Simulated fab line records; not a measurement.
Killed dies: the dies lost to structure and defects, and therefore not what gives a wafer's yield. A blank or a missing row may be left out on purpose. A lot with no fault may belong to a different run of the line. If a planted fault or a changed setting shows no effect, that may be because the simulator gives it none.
Check of tool commonality / flow ritCmos / Sample size 14 lots and 42 wafers

== WHY THIS WAS OPENED ==
RIT_WELLDRIVE_RS_MEAS_01, reading NWELL_RS: flagged on 2 of 14 lots. Wafers without a fault read 279.7 ohm/sq, standard deviation 0.75.
Rule: a lot gets a flag if all its wafers with a number sit over 4 standard deviations from that mean, or if no wafer of it has a number. The other lots count as sound.

lot=L432; measured=day 2 15:29; on=filmMetro-04; NWELL_RS (ohm/sq), wafer by wafer=280.8 280.9 280.0; flag=
lot=L433; measured=day 2 18:32; on=filmMetro-03; NWELL_RS (ohm/sq), wafer by wafer=279.7 279.8 280.1; flag=
lot=L434; measured=day 3 00:40; on=filmMetro-04; NWELL_RS (ohm/sq), wafer by wafer=279.3 279.5 280.0; flag=
lot=L435; measured=day 3 04:58; on=filmMetro-01; NWELL_RS (ohm/sq), wafer by wafer=278.6 278.8 279.5; flag=
lot=L437; measured=day 3 15:04; on=filmMetro-03; NWELL_RS (ohm/sq), wafer by wafer=279.1 280.5 279.7; flag=
lot=L438; measured=day 3 20:08; on=filmMetro-03; NWELL_RS (ohm/sq), wafer by wafer=281.4 280.8 279.5; flag=
lot=L440; measured=day 4 06:18; on=filmMetro-04; NWELL_RS (ohm/sq), wafer by wafer=279.3 279.8 279.4; flag=
lot=L441; measured=day 4 11:24; on=filmMetro-04; NWELL_RS (ohm/sq), wafer by wafer=279.4 279.2 279.1; flag=
lot=L442; measured=day 4 17:00; on=filmMetro-04; NWELL_RS (ohm/sq), wafer by wafer=280.4 279.9 279.8; flag=
lot=L443; measured=day 4 21:59; on=filmMetro-04; NWELL_RS (ohm/sq), wafer by wafer=279.3 280.1 280.8; flag=
lot=L444; measured=day 5 01:31; on=filmMetro-04; NWELL_RS (ohm/sq), wafer by wafer=278.7 278.7 279.0; flag=
lot=L446; measured=day 5 12:32; on=filmMetro-03; NWELL_RS (ohm/sq), wafer by wafer=279.7 279.6 279.4; flag=
lot=L447; measured=day 5 19:58; on=filmMetro-04; NWELL_RS (ohm/sq), wafer by wafer=351.4 349.5 351.1; flag=FLAGGED
lot=L449; measured=day 6 03:31; on=filmMetro-01; NWELL_RS (ohm/sq), wafer by wafer=353.1 352.9 352.6; flag=FLAGGED
Average over the flagged lots: 351.8 ohm/sq; offset from the usual +72.1 ohm/sq, equal to +96 standard deviations.

== WHICH TOOL EACH LOT WENT THROUGH ==
2 process steps preceding the reading are held in the record, out of 202 steps in the route. Read each cell as the tool, then ch plus the chambers that the sampled wafers visited, then the start.
lot=L432; flag=; RIT_ACTIVE_STRIP_14=plasmaAsher-03 ch 0,1, day 2 01:23; RIT_WELLDRIVE_ANNEAL_00=furnace-02 ch 0, day 2 10:23
lot=L433; flag=; RIT_ACTIVE_STRIP_14=plasmaAsher-02 ch 0, day 2 05:50; RIT_WELLDRIVE_ANNEAL_00=furnace-01 ch 0, day 2 13:26
lot=L434; flag=; RIT_ACTIVE_STRIP_14=plasmaAsher-02 ch 0,1, day 2 10:58; RIT_WELLDRIVE_ANNEAL_00=furnace-01 ch 0, day 2 19:34
lot=L435; flag=; RIT_ACTIVE_STRIP_14=plasmaAsher-02 ch 0,1, day 2 15:50; RIT_WELLDRIVE_ANNEAL_00=furnace-02 ch 0, day 2 23:52
lot=L437; flag=; RIT_ACTIVE_STRIP_14=plasmaAsher-03 ch 0,1, day 3 01:50; RIT_WELLDRIVE_ANNEAL_00=furnace-01 ch 0, day 3 09:58
lot=L438; flag=; RIT_ACTIVE_STRIP_14=plasmaAsher-03 ch 0,1, day 3 06:58; RIT_WELLDRIVE_ANNEAL_00=furnace-01 ch 0, day 3 15:03
lot=L440; flag=; RIT_ACTIVE_STRIP_14=plasmaAsher-03 ch 0,1, day 3 16:50; RIT_WELLDRIVE_ANNEAL_00=furnace-01 ch 0, day 4 01:13
lot=L441; flag=; RIT_ACTIVE_STRIP_14=plasmaAsher-03 ch 0,1, day 3 21:58; RIT_WELLDRIVE_ANNEAL_00=furnace-01 ch 0, day 4 06:18
lot=L442; flag=; RIT_ACTIVE_STRIP_14=plasmaAsher-03 ch 0,1, day 4 02:59; RIT_WELLDRIVE_ANNEAL_00=furnace-04 ch 0, day 4 11:54
lot=L443; flag=; RIT_ACTIVE_STRIP_14=plasmaAsher-02 ch 0,1, day 4 07:58; RIT_WELLDRIVE_ANNEAL_00=furnace-01 ch 0, day 4 16:53
lot=L444; flag=; RIT_ACTIVE_STRIP_14=plasmaAsher-01 ch 0,1, day 4 12:50; RIT_WELLDRIVE_ANNEAL_00=furnace-04 ch 0, day 4 20:25
lot=L446; flag=; RIT_ACTIVE_STRIP_14=plasmaAsher-01 ch 0,1, day 4 23:46; RIT_WELLDRIVE_ANNEAL_00=furnace-04 ch 0, day 5 07:26
lot=L447; flag=FLAGGED; RIT_ACTIVE_STRIP_14=plasmaAsher-03 ch 0,1, day 5 03:50; RIT_WELLDRIVE_ANNEAL_00=furnace-01 ch 0, day 5 14:52
lot=L449; flag=FLAGGED; RIT_ACTIVE_STRIP_14=plasmaAsher-03 ch 0,1, day 5 13:55; RIT_WELLDRIVE_ANNEAL_00=furnace-01 ch 0, day 5 22:23
What is done by these steps:
- RIT_ACTIVE_STRIP_14: strips in O2, time 180 s.
- RIT_WELLDRIVE_ANNEAL_00: time 14700 s.
- RIT_WELLDRIVE_RS_MEAS_01: measures by four-point-probe.

== FLAGGED OVER TOTAL, TOOL BY TOOL (the gauges that took the reading come last) ==
step=RIT_ACTIVE_STRIP_14; tool=plasmaAsher-01; lots run=2; flagged=0; share of the flagged lots=none; sound lots run after its first flagged lot=-
step=RIT_ACTIVE_STRIP_14; tool=plasmaAsher-02; lots run=4; flagged=0; share of the flagged lots=none; sound lots run after its first flagged lot=-
step=RIT_ACTIVE_STRIP_14; tool=plasmaAsher-03; lots run=8; flagged=2; share of the flagged lots=all; sound lots run after its first flagged lot=0
step=RIT_WELLDRIVE_ANNEAL_00; tool=furnace-01; lots run=9; flagged=2; share of the flagged lots=all; sound lots run after its first flagged lot=0
step=RIT_WELLDRIVE_ANNEAL_00; tool=furnace-02; lots run=2; flagged=0; share of the flagged lots=none; sound lots run after its first flagged lot=-
step=RIT_WELLDRIVE_ANNEAL_00; tool=furnace-04; lots run=3; flagged=0; share of the flagged lots=none; sound lots run after its first flagged lot=-
step=RIT_WELLDRIVE_RS_MEAS_01; tool=filmMetro-01; lots run=2; flagged=1; share of the flagged lots=some; sound lots run after its first flagged lot=0
step=RIT_WELLDRIVE_RS_MEAS_01; tool=filmMetro-03; lots run=4; flagged=0; share of the flagged lots=none; sound lots run after its first flagged lot=-
step=RIT_WELLDRIVE_RS_MEAS_01; tool=filmMetro-04; lots run=8; flagged=1; share of the flagged lots=some; sound lots run after its first flagged lot=0

== WHAT THE TABLE PERMITS ==
plasmaAsher-03 at RIT_ACTIVE_STRIP_14 and furnace-01 at RIT_WELLDRIVE_ANNEAL_00 are the 2 rows of the table that ran each flagged lot.
- plasmaAsher-03 at RIT_ACTIVE_STRIP_14 ran 8 lots, 2 of them flagged. It ran its last sound lot, L442, at day 4 02:59 and its first flagged lot, L447, at day 5 03:50: a fault with its onset between the two fits.
- furnace-01 at RIT_WELLDRIVE_ANNEAL_00 ran 9 lots, 2 of them flagged. It ran its last sound lot, L443, at day 4 16:53 and its first flagged lot, L447, at day 5 14:52: a fault with its onset between the two fits. Its own readings (spikeTcCentreC, spikeTcLoadC, spikeTcSourceC, tubeCenterTempC, tube_center_temp_C_max) fall more than 4 standard deviations out on all wafers of the flagged lots.
These 2 tools cannot be told apart by counting lots, since each of them fits a fault that started at some hour. More lots, or a look at what each step does to the wafer, might.

== WHAT WAS PUT IN BY THE SIMULATOR ==
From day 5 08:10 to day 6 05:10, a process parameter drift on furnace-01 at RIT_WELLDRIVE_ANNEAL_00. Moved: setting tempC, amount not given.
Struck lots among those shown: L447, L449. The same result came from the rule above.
